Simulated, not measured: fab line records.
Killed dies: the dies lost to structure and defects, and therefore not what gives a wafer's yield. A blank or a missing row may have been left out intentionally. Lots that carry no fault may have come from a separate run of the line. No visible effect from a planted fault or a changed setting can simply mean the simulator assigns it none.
Lot-split experiment | flow berkeley cmos170 | 5 lots, 23 wafers read, on a route of 331 steps

== THE SPLIT ITSELF ==
At UCB170_GATE_CVD_04 (deposits poly-Si from SiH4, time 1440 s, target thk 214 nm), the setting sih4 flow sccm was moved away from the recipe's 120 sccm on 15 of the 23 wafers read, by -8.3% to +4.8%. For the rest of the wafers, this setting stayed at what the recipe calls for.

No step appears in the file between the split and the reading.

== THE READING ==
At UCB170_GATE_THK_MEAS_05: GATE_POLY_THK, given in nm. Typical for fault-free wafers on this fab line: 213.8 nm, with standard deviation 1.4 nm.

wafer  | tool, chamber at the split | sih4 flow sccm as run, sccm | against the recipe | GATE_POLY_THK, nm | against lot-mates on the recipe
L076.1 | lpcvd-02, 1                | 120                         | recipe             | 211.9             | -
L076.2 | lpcvd-02, 1                | 120                         | recipe             | 212.9             | -
L076.3 | lpcvd-02, 1                | 120                         | recipe             | 212.9             | -
L077.2 | -, -                       | 125.7                       | +4.8%              | 223.4             | no lot-mate on the recipe
L077.3 | -, -                       | 125.7                       | +4.8%              | 224.0             | no lot-mate on the recipe
L077.4 | -, -                       | 125.7                       | +4.8%              | 222.6             | no lot-mate on the recipe
L077.5 | -, -                       | 125.7                       | +4.8%              | 224.8             | no lot-mate on the recipe
L077.6 | -, -                       | 125.7                       | +4.8%              | 222.5             | no lot-mate on the recipe
L080.1 | -, -                       | 110.1                       | -8.3%              | 195.8             | no lot-mate on the recipe
L080.2 | -, -                       | 110.1                       | -8.3%              | 197.2             | no lot-mate on the recipe
L080.3 | -, -                       | 110.1                       | -8.3%              | 197.9             | no lot-mate on the recipe
L080.4 | -, -                       | 110.1                       | -8.3%              | 197.1             | no lot-mate on the recipe
L080.6 | -, -                       | 110.1                       | -8.3%              | 198.8             | no lot-mate on the recipe
L083.1 | -, -                       | 114.9                       | -4.2%              | 205.2             | no lot-mate on the recipe
L083.2 | -, -                       | 114.9                       | -4.2%              | 204.3             | no lot-mate on the recipe
L083.4 | -, -                       | 114.9                       | -4.2%              | 205.8             | no lot-mate on the recipe
L083.5 | -, -                       | 114.9                       | -4.2%              | 205.0             | no lot-mate on the recipe
L083.6 | -, -                       | 114.9                       | -4.2%              | 205.2             | no lot-mate on the recipe
L084.1 | -, -                       | 120                         | recipe             | 213.6             | -
L084.2 | -, -                       | 120                         | recipe             | 213.9             | -
L084.4 | -, -                       | 120                         | recipe             | 213.3             | -
L084.5 | -, -                       | 120                         | recipe             | 213.6             | -
L084.6 | -, -                       | 120                         | recipe             | 212.5             | -

THE FIT
A straight line over all 23 wafers: GATE_POLY_THK changes by +1.99 nm for each +1% of sih4 flow sccm; r = +1.00; the points scatter about the line by 0.87 nm.
Too few moved wafers have a lot-mate on the recipe to fit a line with each lot's own level taken away.

== THE WHOLE CHAIN: every reading that the file lists as answering this split, in the file's order ==
step                    | what it does                                                                 | reading                                                                        | change (the file's fit)              | r (the file's)
UCB170_GATE_CVD_04      | deposits poly-Si from SiH4, time 1440 s, target thk 214 nm                   | poly-Si_of_GATE_CVD_04.thk nm (the simulator's own value, which no gauge read) | +1.99 nm for each +1% of the setting | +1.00
UCB170_GATE_THK_MEAS_05 |                                                                              | GATE_POLY_THK                                                                  | +1.99 for each +1% of the setting    | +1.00
UCB170_GATE_ETCH_15     | etches poly-Si in HBr/Cl2, stops on SiO2, time 56.3 s, target depth 278.2 nm | GATE.feature depth nm (the simulator's own value, which no gauge read)         | +1.99 nm for each +1% of the setting | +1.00
UCB170_GATE_ETCH_15     | etches poly-Si in HBr/Cl2, stops on SiO2, time 56.3 s, target depth 278.2 nm | etch.depth nm (the simulator's own value, which no gauge read)                 | +1.99 nm for each +1% of the setting | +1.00

== FILE'S OWN FIT ==
GATE_POLY_THK changes by +1.99 nm for each +1% of sih4 flow sccm, r = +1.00.
